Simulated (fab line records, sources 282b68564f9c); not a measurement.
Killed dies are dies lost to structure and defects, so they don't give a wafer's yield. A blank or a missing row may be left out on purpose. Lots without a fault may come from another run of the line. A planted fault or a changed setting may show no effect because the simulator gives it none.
Which tool did it? | flow rit_cmos | 7 lots, 21 wafers sampled, at 2 steps of a route of 202

WHAT THE GAUGES READ, wafer by wafer
RIT_FOX1_THK_MEAS_01.
lot  | measured    | on            | FOX1_OXIDE_THK (nm)
L522 | day 2 03:22 | film_metro-02 | 342 344 347
L525 | day 2 20:22 | film_metro-01 | 347 350 349
L528 | day 3 09:14 | film_metro-03 | 339 343 346
L530 | day 3 21:43 | film_metro-02 | 344 352 347
L532 | day 4 06:07 | film_metro-02 | 306 306 309
L534 | day 4 17:53 | film_metro-03 | 356 352 344
L543 | day 6 17:33 | film_metro-01 | 360 358 356

WHICH TOOL RAN EACH LOT (tool, then ch and the chambers of the sampled wafers, then the start)
lot  | RIT_FOX1_OXIDATION_00
L522 | furnace-04 ch 0, day 2 02:03
L525 | furnace-04 ch 0, day 2 19:03
L528 | furnace-04 ch 0, day 3 07:55
L530 | furnace-01 ch 0, day 3 20:22
L532 | furnace-01 ch 0, day 4 04:47
L534 | furnace-03 ch 0, day 4 16:34
L543 | furnace-04 ch 0, day 6 16:13
- RIT_FOX1_OXIDATION_00: target thk 350.7 nm, ox time 1130 s.

THE ANSWER, worked out from the rows above alone
Rule: what is usual is taken from the lots themselves. Put in order of their means at a reading, lots are off if they are a third of the lots or fewer, leave a main group of 4 or more, and stand apart from it by a gap of 3 or more times the standard deviation of the main group's means; of several such gaps the widest counts. A main group whose means are all the same, to the digits that the tables above print for the reading, isn't used. A lot without any number at a reading at which 4 lots or more have one is off too. The other lots that the step has rows for count as sound.
Off: L532, at RIT_FOX1_THK_MEAS_01 (FOX1_OXIDE_THK). The main group: mean 349 nm, standard deviation 4.9.
A tool fits if, at a process step before that reading, it ran every lot that is off, and no sound lot after the first of them. The gauges at RIT_FOX1_THK_MEAS_01 are tried like those tools. Can't be told from this: 2 tools fit, furnace-01 at RIT_FOX1_OXIDATION_00, film_metro-02 at RIT_FOX1_THK_MEAS_01.

WHAT THE SIMULATOR HAD PUT IN
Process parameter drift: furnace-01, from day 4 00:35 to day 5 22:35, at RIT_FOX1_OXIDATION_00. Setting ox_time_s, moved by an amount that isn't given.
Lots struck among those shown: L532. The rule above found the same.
